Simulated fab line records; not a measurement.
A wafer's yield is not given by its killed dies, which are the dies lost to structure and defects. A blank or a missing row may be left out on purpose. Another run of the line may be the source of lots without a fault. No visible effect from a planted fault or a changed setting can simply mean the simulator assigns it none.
A lot that was struck, set against a sound lot | flow rit_cmos | 14 steps out of a route of 202
Sound: wafers L421.1, L421.2, L421.6. Struck: wafer L431.1 (L431.2, L431.6, from the same lot, were not struck and are left out); the cause is given at the end.
At each step with rows: each side's tool, then ch and its chambers, then its first start. Under that, the readings that differ: sound wafers | struck wafers | difference of the means | sigmas: that difference in standard deviations of wafers without a fault.
alike: readings with means less than 2 such deviations apart, plus words and numbers identical on both sides. not compared: withheld readings, readings lacking a value on some wafer, bounds such as >300 that could conceal the same value, and numbers that have no deviation in the record and whose values overlap.
A row with sigmas, a row that says differs or no value, or rows on one side alone: a step with any of these is where the two part. Numbers that have no deviation but don't overlap get no sigmas and don't part them. A reading missing from all wafers of one side parts the sides only when that side holds two or more wafers.

RIT_SILICIDE_RTA_06: time 10 s, ramp up 5 s, ramp down 10 s.
  sound on rtp_anneal-01 ch 0, day 4 04:26; struck on rtp_anneal-01 ch 0, day 6 08:59
  alike: anneal_temp_c_max, wafer_temp_C_max
RIT_CONTACT_CVD_00: deposits SiO2 from TEOS, target thk 400 nm, time 61 s.
  sound on pecvd-02 ch 1,2, day 4 04:31; struck on pecvd-03 ch 1, day 6 09:03
  alike: heater_power_w
RIT_CONTACT_THK_MEAS_01:
  sound on film_metro-04, day 4 04:35; struck on film_metro-02, day 6 09:06
  alike: CONTACT_TEOS_THK
then, 6 steps without rows for these wafers: RIT_CONTACT_HMDS_02 (prime time 60 s); RIT_CONTACT_COAT_03 (resist thk 1000 nm); RIT_CONTACT_SOFTBAKE_04 (time 60 s); RIT_CONTACT_EXPOSE_05 (exposes mask M11, target cd 1000 nm); RIT_CONTACT_PEB_06; RIT_CONTACT_DEVELOP_07 (develop time 120 s).
RIT_CONTACT_CD_MEAS_08: the cd target is 1000 nm.
  sound on cd_sem-02, day 4 05:40; struck on cd_sem-01, day 6 10:15
  reading    | sound             | struck | difference | sigmas
  cd_nm (nm) | 999.4 997.2 997.3 | 1003.3 | +5.3       | +3
RIT_CONTACT_OVL_MEAS_09:
  sound on overlay-01, day 4 05:47; struck on overlay-02, day 6 10:22
  alike: CONTACT_OVL
then, 1 step without rows for these wafers: RIT_CONTACT_HARDBAKE_10 (time 60 s).
RIT_CONTACT_ETCH_11: etches SiO2 in CHF3/CF4/Ar, stops on TiSi2, target depth 480 nm, time 320 s.
  sound on rie_diel-02 ch 0,1,2, day 4 06:02; struck on rie_diel-01 ch 2, day 6 10:34
  reading                                      | sound             | struck | difference | sigmas
  oes_product_au (a.u.)                        | 1.013 1.011 1.003 | 0.977  | -0.032     | -2
  model.CONTACT.feature_depth_nm (nm)          | 393.2 398.4 405.6 | 299    | -100       |
  model.etch.depth_nm (nm)                     | 393.2 398.4 405.6 | 299    | -100       |
  model.NOVOLAK_of_CONTACT_COAT_03.thk_nm (nm) | 761.5 766.4 761.8 | 808.7  | +45.5      |
  alike: chamber_pressure_mTorr, drypump_motor_current_A, throttle_valve_pct
  not compared: rf_hours_counter_h
RIT_CONTACT_STRIP_12: strips in O2, time 180 s.
  sound on plasma_asher-03 ch 0,1, day 4 06:14; struck on plasma_asher-03 ch 1, day 6 10:45
  alike: chamber_pressure_mTorr, drypump_motor_current_A, rf_refl_power_W
  not compared: rf_hours_counter_h

== WHERE THEY PART ==
Last at RIT_CONTACT_ETCH_11 as far as this record goes, first at RIT_CONTACT_CD_MEAS_08. Later steps at which nothing parts them and some readings are alike: RIT_CONTACT_STRIP_12.

WHY: whatever the simulator had introduced
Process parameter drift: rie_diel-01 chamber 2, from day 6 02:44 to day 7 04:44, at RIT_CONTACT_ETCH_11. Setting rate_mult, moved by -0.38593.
